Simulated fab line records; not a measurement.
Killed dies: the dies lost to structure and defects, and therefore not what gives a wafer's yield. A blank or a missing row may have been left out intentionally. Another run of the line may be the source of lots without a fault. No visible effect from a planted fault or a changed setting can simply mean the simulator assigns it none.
A lot that was struck, set against a sound lot    flow berkeley_cmos170    44 steps out of a route of 331
Sound: these wafers, L702.2, L702.4, L702.6. Wafers L706.3, L706.4, L706.5 were the ones struck. Last of all comes the cause.
For every step that has rows: the tool of each side, followed by ch and its chambers, followed by its first start. Under that, the readings that differ: sound wafers    struck wafers    difference of the means    sigmas: that difference in standard deviations of wafers without a fault.
alike: readings whose means differ by less than 2 such deviations, and words and numbers that are the same on both sides. not compared: withheld readings, readings that some wafer has no value for, bounds like >300 that may hide the same value, and numbers for which the record gives no deviation and whose values overlap.
The two part at a step that has a row with sigmas, a row that says differs or no value, or rows on one side only. Non-overlapping numbers with no deviation appear without sigmas and do not part them. A reading that every wafer of one side lacks parts them only if that side has two wafers or more.

first, 3 steps without rows for these wafers: UCB170_PVT_EXPOSE_03 (exposes mask NWELL, target cd 3000 nm); UCB170_PVT_PEB_04; UCB170_PVT_DEVELOP_05 (develop time 45 s).
UCB170_PVT_OVL_MEAS_06:
  sound: overlay-01 at day 7 05:46; struck: overlay-01 at day 8 01:43
  alike: PVT_OVL
next, for these wafers, 1 step has no rows: UCB170_PVT_IMPLANT_07.
UCB170_PVT_STRIP_08: strips in O2.
  sound on plasma_asher-01 ch 0, day 7 05:57; struck on plasma_asher-04 ch 0,1, day 8 01:55
  alike: drypump_motor_current_A, oes_product_au, strip_time_to_endpoint_s
  not compared: rf_hours_counter_h
UCB170_PVT_TW_MEAS_09:
  sound: film_metro-02 at day 7 06:04; struck: film_metro-01 at day 8 02:00
reading  sound              struck             difference  sigmas
PVT_TW   505.9 503.7 507.4  513.7 511.1 509.3  +5.7        +2
then, 1 step without rows for these wafers: UCB170_GATE_WET_ETCH_00 (etches SiO2 in dHF, time 200 s).
UCB170_FIELD_THK_MEAS_91:
  sound: film_metro-04 at day 7 06:35; struck: film_metro-04 at day 8 02:08
  alike: FIELD_OXIDE_LEFT_2_THK
then, 1 step without rows for these wafers: UCB170_GATE_OXIDATION_01 (target thk 6.6 nm, ox time 1800 s).
UCB170_GATE_THK_MEAS_02:
  sound: film_metro-03 at day 7 12:49; struck: film_metro-01 at day 8 06:46
  alike: GATE_OXIDE_THK
then, 1 step without rows for these wafers: UCB170_GATE_ANNEAL_03 (time 1800 s).
UCB170_GATE_CVD_04: deposits poly-Si from SiH4, time 1440 s, target thk 214 nm.
  sound on lpcvd-01 ch 0, day 7 17:53; struck on lpcvd-01 ch 1, day 8 12:34
reading                                   sound              struck             difference  sigmas
model.poly-Si_of_GATE_CVD_04.thk_nm (nm)  211.2 209.3 210.4  121.6 122.2 122.3  -88.3       
  alike: spike_tc_source_C
UCB170_GATE_THK_MEAS_05:
  sound: film_metro-03 at day 7 20:00; struck: film_metro-03 at day 8 14:45
reading             sound              struck             difference  sigmas
GATE_POLY_THK (nm)  211.3 209.3 210.5  121.6 122.2 122.3  -88.3       -42
then, 6 steps without rows for these wafers: UCB170_GATE_COAT_06; UCB170_GATE_COAT_07 (resist thk 900 nm); UCB170_GATE_SOFTBAKE_08 (time 60 s); UCB170_GATE_EXPOSE_09 (exposes mask POLY, target cd 350 nm); UCB170_GATE_PEB_10; UCB170_GATE_DEVELOP_11 (develop time 45 s).
UCB170_GATE_CD_MEAS_12: the cd target is 350 nm.
  sound: cd_sem-02 at day 7 21:17; struck: cd_sem-01 at day 8 16:12
reading     sound              struck             difference  sigmas
cd_nm (nm)  349.6 350.5 349.6  347.3 346.2 347.5  -2.9        -2
UCB170_GATE_OVL_MEAS_13:
  sound: overlay-02 at day 7 21:24; struck: overlay-01 at day 8 16:17
reading        sound       struck  difference  sigmas
GATE_OVL (nm)  -13 -8 -12  7 5 8   +18         +3
UCB170_GATE_ETCH_14: etches BARC in N2/H2.
  sound on rie_diel-03 ch 2,3, day 7 21:26; struck on rie_diel-03 ch 0,1,2, day 8 16:19
  alike: bias_w, drypump_motor_current_A, h2_flow_sccm, oes_product_au, throttle_valve_pct
UCB170_GATE_ETCH_15: etches poly-Si in HBr/Cl2, stops on SiO2, time 56.3 s, target depth 278.2 nm.
  sound on rie_si-01 ch 0,2,3, day 7 21:28; struck on rie_si-01 ch 0,3, day 8 16:22
reading                           sound              struck             difference  sigmas
bias_w (W)                        150.0 150.6 150.8  149.5 150.0 149.3  -0.9        -2
oes_product_au (a.u.)             0.809 0.843 0.822  0.585 0.610 0.608  -0.224      -15
model.etch.depth_nm (nm)          211.2 209.3 210.4  121.6 122.2 122.3  -88.3       
model.GATE.feature_depth_nm (nm)  211.2 209.3 210.5  121.6 122.2 122.3  -88.3       
  alike: drypump_motor_current_A, he_backside_leak_sccm, mfc_cl2_sccm, throttle_valve_pct
  not compared: rf_hours_counter_h
UCB170_GATE_STRIP_16: strips in O2.
  sound on plasma_asher-03 ch 0,1, day 7 21:31; struck on plasma_asher-03 ch 0,1, day 8 16:26
  alike: drypump_motor_current_A, oes_product_au
  not compared: rf_hours_counter_h
UCB170_GATE_CD_MEAS_90: the cd target is 350 nm.
  sound: cd_sem-01 at day 7 21:40; struck: cd_sem-01 at day 8 16:55
  alike: cd_nm
then, 7 steps without rows for these wafers: UCB170_GATE_CLEAN_17 (cleans in SPM, time 600 s); UCB170_PLDD_HMDS_00 (prime time 60 s); UCB170_PLDD_COAT_01 (resist thk 900 nm); UCB170_PLDD_SOFTBAKE_02 (time 60 s); UCB170_PLDD_EXPOSE_03 (exposes mask PSELECT, target cd 1200 nm); UCB170_PLDD_PEB_04; UCB170_PLDD_DEVELOP_05 (develop time 45 s).
UCB170_PLDD_CD_MEAS_06: the cd target is 1200 nm.
  sound: cd_sem-01 at day 7 23:38; struck: cd_sem-01 at day 8 18:35
  alike: cd_nm
UCB170_PLDD_OVL_MEAS_07:
  sound: overlay-01 at day 7 23:44; struck: overlay-02 at day 8 18:40
  alike: PLDD_OVL
then, 2 steps without rows for these wafers: UCB170_PLDD_IMPLANT_08; UCB170_PLDD_IMPLANT_09.
UCB170_PLDD_STRIP_10: strips in O2.
  sound on plasma_asher-03 ch 0,1, day 8 00:04; struck on plasma_asher-02 ch 0,1, day 8 19:02
reading                       sound              struck             difference  sigmas
strip_time_to_endpoint_s (s)  21.67 21.70 21.72  21.53 21.53 21.52  -0.17       -2
  alike: drypump_motor_current_A, oes_product_au
  not compared: rf_hours_counter_h
UCB170_PLDD_TW_MEAS_11:
  sound: film_metro-01 at day 8 00:11; struck: film_metro-03 at day 8 19:07
  alike: PLDD_TW
then, 3 steps without rows for these wafers: UCB170_PLDD_CLEAN_12 (cleans in SPM, time 600 s); UCB170_NLDD_HMDS_00 (prime time 60 s); UCB170_NLDD_COAT_01 (resist thk 900 nm).
UCB170_SILICIDE_PRE_CLEAN_00: preclean etch time 60 s.
  sound: pvd_sputter-03 at day 8 14:26; struck: pvd_sputter-03 at day 9 13:29
reading                                   sound              struck             difference  sigmas
model.poly-Si_of_GATE_CVD_04.thk_nm (nm)  204.3 202.4 203.5  114.7 115.3 115.3  -88.3       
UCB170_M3_PROBE_99:
  the record holds rows for the sound wafers here (prober-02, day 9 10:30) but none for the struck ones

## WHERE THEY PART
Earliest at UCB170_PVT_TW_MEAS_09; latest, in this record, at UCB170_M3_PROBE_99.

WHY: what had been put in by the simulator
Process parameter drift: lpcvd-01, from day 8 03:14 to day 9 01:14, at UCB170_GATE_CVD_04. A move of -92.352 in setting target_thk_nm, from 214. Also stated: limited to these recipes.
